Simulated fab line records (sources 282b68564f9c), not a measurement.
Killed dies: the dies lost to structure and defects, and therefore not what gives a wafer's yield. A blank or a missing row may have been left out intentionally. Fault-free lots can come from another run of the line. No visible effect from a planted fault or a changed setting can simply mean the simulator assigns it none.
fab line records ; flow ritCmos ; part 2 of 2: steps 34 to 48 of 48
record lots=5; wafers=15; lastDay=7
route steps=202 shown GATE@79 FOX2@80 REOX@98 NLDD@103 PLDD@114 SPACER@125
lots untouched by any fault: they come from a run of this same line in which no faults occurred
startH: start of the lot's first displayed wafer, in hours after the record's first day ; waitH: hours elapsed since this lot's preceding step ; " as in the row above ; L1.1+2: one row covering several wafers at once ; - value missing, or start not given ; * or withheld: withheld ; < > ~ a bound
route shown NAME@n: a module of which the file shows steps, and the number in the route of the first ; usual: mean/standard deviation taken from wafers without a fault ; same: alike in all rows ; chamber/n: place in a boat ; sites: each site's reading ; _std_site: standard deviation across them ; _edge_site: mean of outer sites minus mean of inner sites ; radiusMm: for every site, how far away it sits from the centre of the wafer ; mask NAME#n: copy n ; behind: tool/chamber where the wafer was last shaped ; hold: cause of the lot's hold/its duration in hours/its outcome ; device: the transistor (n, p or np) that didn't switch ; end of line: tests of these same wafers at the route's end ; a step with no rows: only its recipe ; killed: the dies lost at the first sort to structure and to defects; this is not the yield of the wafer ; map: the dies of a wafer, with x for killed, . for not killed, _ for no die there
set.NAME: the run value of the setting; set.NAME@STEP: its run value at that earlier step ; model.NAME: the simulator's own value behind a step, which no gauge read
lots at some steps of the route; a table a step, a row a wafer
services: the hour from which a tool's chamber was out of use, counted from the record's first day as startH (under 0 if before that day), plus the number of hours and why
## steps
# step RIT_NLDD_STRIP_09
# recipe chemistry=O2; timeS=180; resist=NOVOLAK; platenTempC=withheld; powerW=500; pressureMtorr=4000; o2FlowSccm=4000
# usual drypumpMotorCurrentA=5.72/0.28
lot.wafer;tool;chamber;startH;waitH;drypumpMotorCurrentA;rfHoursCounterH
L076.2;plasmaAsher-02;1;57.07;0.1;5.88;42
L076.3;plasmaAsher-02;1;57.07;0.1;5.83;-
L076.5;plasmaAsher-02;1;57.07;0.1;5.83;-
L080.2;plasmaAsher-03;0;76.30;0.1;5.72;43
L080.3;plasmaAsher-03;0;76.30;0.1;5.75;-
L080.5;plasmaAsher-03;1;76.30;0.1;6.04;-
L088.1;plasmaAsher-03;1;116.58;0.1;6.06;47
L088.2;plasmaAsher-03;0;116.58;0.1;5.65;47
L088.3;plasmaAsher-03;0;116.58;0.1;5.69;-
L091.1;plasmaAsher-04;0;128.85;0.1;5.02;34
L091.3;plasmaAsher-04;0;128.85;0.1;5.02;-
L091.6;plasmaAsher-04;1;128.85;0.1;5.52;-
L097.2;plasmaAsher-02;1;160.16;0.1;5.88;53
L097.4;plasmaAsher-02;1;160.16;0.1;5.88;-
L097.5;plasmaAsher-02;1;160.16;0.1;5.88;-
# step RIT_NLDD_TW_MEAS_10
# usual NLDD_TW=2466/21
lot.wafer;tool;chamber;startH;waitH;NLDD_TW
L076.2;filmMetro-03;-;57.25;0.1;2452
L076.3;filmMetro-03;-;57.25;0.1;2457
L076.5;filmMetro-03;-;57.25;0.1;2444
L080.2;filmMetro-03;-;76.48;0.1;2436
L080.3;filmMetro-03;-;76.48;0.1;2431
L080.5;filmMetro-03;-;76.48;0.1;2438
L088.1;filmMetro-02;-;116.75;0.1;2484
L088.2;filmMetro-02;-;116.75;0.1;2479
L088.3;filmMetro-02;-;116.75;0.1;2478
L091.1;filmMetro-02;-;129.03;0.1;2477
L091.3;filmMetro-02;-;129.03;0.1;2461
L091.6;filmMetro-02;-;129.03;0.1;2471
L097.2;filmMetro-03;-;160.34;0.1;2438
L097.4;filmMetro-03;-;160.34;0.1;2420
L097.5;filmMetro-03;-;160.34;0.1;2422
# step RIT_PLDD_HMDS_00
# recipe primeTimeS=60; primeTempC=140
lot.wafer;tool;chamber;startH;waitH
L076.2+3+5;lithoTrack-02;0;57.33;0.1
L080.2+3+5;lithoTrack-01;0;76.56;0.1
L088.1+2+3;lithoTrack-02;0;116.81;0.1
L091.1+3+6;lithoTrack-02;0;129.09;0.1
L097.2+4+5;lithoTrack-04;0;160.42;0.1
# step RIT_PLDD_COAT_01
# recipe resist=NOVOLAK; spinRpm=3250; resistThkNm=1000
lot.wafer;tool;chamber;startH;waitH
L076.2+3+5;lithoTrack-02;0;57.48;0.1
L080.2+3+5;lithoTrack-01;0;76.71;0.1
L088.1+2+3;lithoTrack-02;0;116.96;0.1
L091.1+3+6;lithoTrack-02;0;129.24;0.1
L097.2+4+5;lithoTrack-04;0;160.57;0.1
# step RIT_PLDD_SOFTBAKE_02
# recipe resist=NOVOLAK; tempC=90; timeS=60
lot.wafer;tool;chamber;startH;waitH
L076.2+3+5;lithoTrack-02;0;57.63;0.1
L080.2+3+5;lithoTrack-01;0;76.86;0.1
L088.1+2+3;lithoTrack-02;0;117.11;0.1
L091.1+3+6;lithoTrack-02;0;129.39;0.1
L097.2+4+5;lithoTrack-04;0;160.72;0.1
# step RIT_PLDD_EXPOSE_03
# recipe maskId=M8; na=0.57; targetCdNm=40900; doseMj=250
# usual focusOffsetNm=0.0/0.51
lot.wafer;tool;chamber;startH;waitH;mask;focusOffsetNm
L076.2;ilineStepper-02;0;57.80;0.1;M8#0;-0.7
L076.3;ilineStepper-02;0;57.80;0.1;M8#0;0.2
L076.5;ilineStepper-02;0;57.80;0.1;M8#0;-0.2
L080.2;ilineStepper-01;0;77.00;0.1;M8#0;0.9
L080.3;ilineStepper-01;0;77.00;0.1;M8#0;0.6
L080.5;ilineStepper-01;0;77.00;0.1;M8#0;1.6
L088.1;ilineStepper-02;0;117.26;0.1;M8#0;-0.1
L088.2;ilineStepper-02;0;117.26;0.1;M8#0;0.4
L088.3;ilineStepper-02;0;117.26;0.1;M8#0;0.3
L091.1;ilineStepper-01;0;129.66;0.2;M8#0;0.8
L091.3;ilineStepper-01;0;129.66;0.2;M8#0;-0.1
L091.6;ilineStepper-01;0;129.66;0.2;M8#0;0.4
L097.2;ilineStepper-01;0;160.86;0.1;M8#0;-0.2
L097.4;ilineStepper-01;0;160.86;0.1;M8#0;-1.0
L097.5;ilineStepper-01;0;160.86;0.1;M8#0;0.1
# step RIT_PLDD_PEB_04
# recipe resist=NOVOLAK; tempC=withheld; timeS=withheld
lot.wafer;tool;chamber;startH;waitH
L076.2+3+5;lithoTrack-01;0;57.92;0.1
L080.2+3+5;lithoTrack-02;0;77.12;0.1
L088.1+2+3;lithoTrack-01;0;117.38;0.1
L091.1+3+6;lithoTrack-04;0;129.78;0.1
L097.2+4+5;lithoTrack-04;0;160.98;0.1
# step RIT_PLDD_DEVELOP_05
# recipe resist=NOVOLAK; developTimeS=50; devTempC=23
lot.wafer;tool;chamber;startH;waitH
L076.2+3+5;lithoTrack-01;0;-;-
L080.2+3+5;lithoTrack-02;0;-;-
L088.1+2+3;lithoTrack-01;0;-;-
L091.1+3+6;lithoTrack-04;0;-;-
L097.2+4+5;lithoTrack-04;0;-;-
# step RIT_PLDD_OVL_MEAS_06
# usual PLDD_OVL=0.1/1.3
lot.wafer;tool;chamber;startH;waitH;PLDD_OVL[nm]
L076.2;overlay-02;-;58.19;-;-0.9
L076.3;overlay-02;-;58.19;-;-0.3
L076.5;overlay-02;-;58.19;-;-0.4
L080.2;overlay-01;-;77.39;-;1.4
L080.3;overlay-01;-;77.39;-;0.1
L080.5;overlay-01;-;77.39;-;0.4
L088.1;overlay-01;-;117.68;-;0.5
L088.2;overlay-01;-;117.68;-;-0.9
L088.3;overlay-01;-;117.68;-;-0.1
L091.1;overlay-01;-;130.06;-;-0.3
L091.3;overlay-01;-;130.06;-;0.5
L091.6;overlay-01;-;130.06;-;-1.6
L097.2;overlay-02;-;161.25;-;-1.1
L097.4;overlay-02;-;161.25;-;-1.8
L097.5;overlay-02;-;161.25;-;-0.7
# step RIT_PLDD_HARDBAKE_07
# recipe resist=NOVOLAK; tempC=141.2; timeS=60
lot.wafer;tool;chamber;startH;waitH
L076.2+3+5;lithoTrack-01;0;58.24;0.0
L080.2+3+5;lithoTrack-04;0;77.44;0.0
L088.1+2+3;lithoTrack-04;0;117.72;0.0
L091.1+3+6;lithoTrack-02;0;130.10;0.0
L097.2+4+5;lithoTrack-04;0;161.30;0.0
# step RIT_PLDD_IMPLANT_08
# recipe species=BF2; energyKev=20; doseCm2=9e+14; tiltDeg=7
# same implantIonAmu=49
lot.wafer;tool;chamber;startH;waitH
L076.2+3+5;implanter-02;0;58.39;0.1
L080.2+3+5;implanter-04;0;77.62;0.1
L088.1+2+3;implanter-02;0;117.87;0.1
L091.1+3+6;implanter-03;0;130.25;0.1
L097.2+4+5;implanter-04;0;161.45;0.1
# step RIT_PLDD_STRIP_09
# recipe chemistry=O2; timeS=180; resist=NOVOLAK; platenTempC=withheld; powerW=500; pressureMtorr=4000; o2FlowSccm=4000
# usual drypumpMotorCurrentA=5.7/0.37
lot.wafer;tool;chamber;startH;waitH;drypumpMotorCurrentA;rfHoursCounterH
L076.2;plasmaAsher-03;0;58.52;0.1;5.7;41
L076.3;plasmaAsher-03;0;58.52;0.1;5.7;-
L076.5;plasmaAsher-03;1;58.52;0.1;6.0;-
L080.2;plasmaAsher-04;1;77.87;0.2;5.5;28
L080.3;plasmaAsher-04;0;77.87;0.2;5.0;-
L080.5;plasmaAsher-04;1;77.87;0.2;5.5;-
L088.1;plasmaAsher-01;1;118.02;0.1;5.6;0
L088.2;plasmaAsher-01;0;118.02;0.1;6.1;0
L088.3;plasmaAsher-01;0;118.02;0.1;6.1;-
L091.1;plasmaAsher-03;0;130.40;0.1;5.7;49
L091.3;plasmaAsher-03;0;130.40;0.1;5.7;-
L091.6;plasmaAsher-03;1;130.40;0.1;6.0;-
L097.2;plasmaAsher-01;1;161.58;0.1;5.6;5
L097.4;plasmaAsher-01;0;161.58;0.1;6.1;-
L097.5;plasmaAsher-01;0;161.58;0.1;6.1;-
# step RIT_PLDD_TW_MEAS_10
# usual PLDD_TW=2338/21
lot.wafer;tool;chamber;startH;waitH;PLDD_TW
L076.2;filmMetro-03;-;58.70;0.1;2331
L076.3;filmMetro-03;-;58.70;0.1;2314
L076.5;filmMetro-03;-;58.70;0.1;2330
L080.2;filmMetro-04;-;78.05;0.1;2337
L080.3;filmMetro-04;-;78.05;0.1;2347
L080.5;filmMetro-04;-;78.05;0.1;2343
L088.1;filmMetro-03;-;118.19;0.1;2319
L088.2;filmMetro-03;-;118.19;0.1;2315
L088.3;filmMetro-03;-;118.19;0.1;2297
L091.1;filmMetro-04;-;130.57;0.1;2356
L091.3;filmMetro-04;-;130.57;0.1;2355
L091.6;filmMetro-04;-;130.57;0.1;2350
L097.2;filmMetro-02;-;161.76;0.1;2338
L097.4;filmMetro-02;-;161.76;0.1;2360
L097.5;filmMetro-02;-;161.76;0.1;2354
# step RIT_SPACER_CLEAN_00
# recipe chemistry=SC1; mix=3:3:50; timeS=600; tempC=75
lot.wafer;tool;chamber;startH;waitH
L076.2+3+5;wetBench-04;3;58.75;0.0
L080.2+3+5;wetBench-04;1;78.10;0.0
L088.1+2+3;wetBench-02;1;118.25;0.1
L091.1+3+6;wetBench-04;0;130.63;0.1
L097.2+4+5;wetBench-02;0;161.81;0.0
# step RIT_SPACER_CLEAN_01
# recipe chemistry=dHF; dilution=50:1; timeS=30
lot.wafer;tool;chamber;startH;waitH
L076.2+3+5;wetBench-01;3;58.93;0.0
L080.2+3+5;wetBench-01;2;78.30;0.0
L088.1+2+3;wetBench-01;3;118.43;0.0
L091.1+3+6;wetBench-01;3;130.82;0.0
L097.2+4+5;wetBench-04;3;161.99;0.0
## services
tool;chamber;startH;hours;kind
furnace-04;-;29.45;3.9;pm
wetBench-01;-;29.57;2.7;repair
wetBench-02;-;33.48;1.9;pm
implanter-04;-;35.09;3.4;repair
ilineStepper-01;-;40.79;1.7;pm
furnace-04;-;54.69;2.9;pm
plasmaAsher-01;-;55.06;1.2;repair
furnace-01;-;56.98;3.1;pm
lpcvd-02;-;57.40;6.1;pm
wetBench-01;-;63.10;2.8;repair
implanter-04;-;64.76;1.3;repair
ilineStepper-02;-;69.05;0.9;repair
implanter-04;-;69.34;5.4;repair
plasmaAsher-02;-;72.75;2.8;pm
implanter-04;-;94.46;5.6;pm
rieSi-01;2;99.55;5.9;repair
plasmaAsher-01;-;108.90;9.0;pm
wetBench-03;-;118.87;1.9;pm
implanter-02;-;121.27;6.1;repair
furnace-03;-;122.54;4.2;pm
implanter-04;-;123.43;2.4;repair
furnace-03;-;126.74;3.4;pm
plasmaAsher-04;-;132.08;5.2;repair
ilineStepper-02;-;153.86;10.1;repair
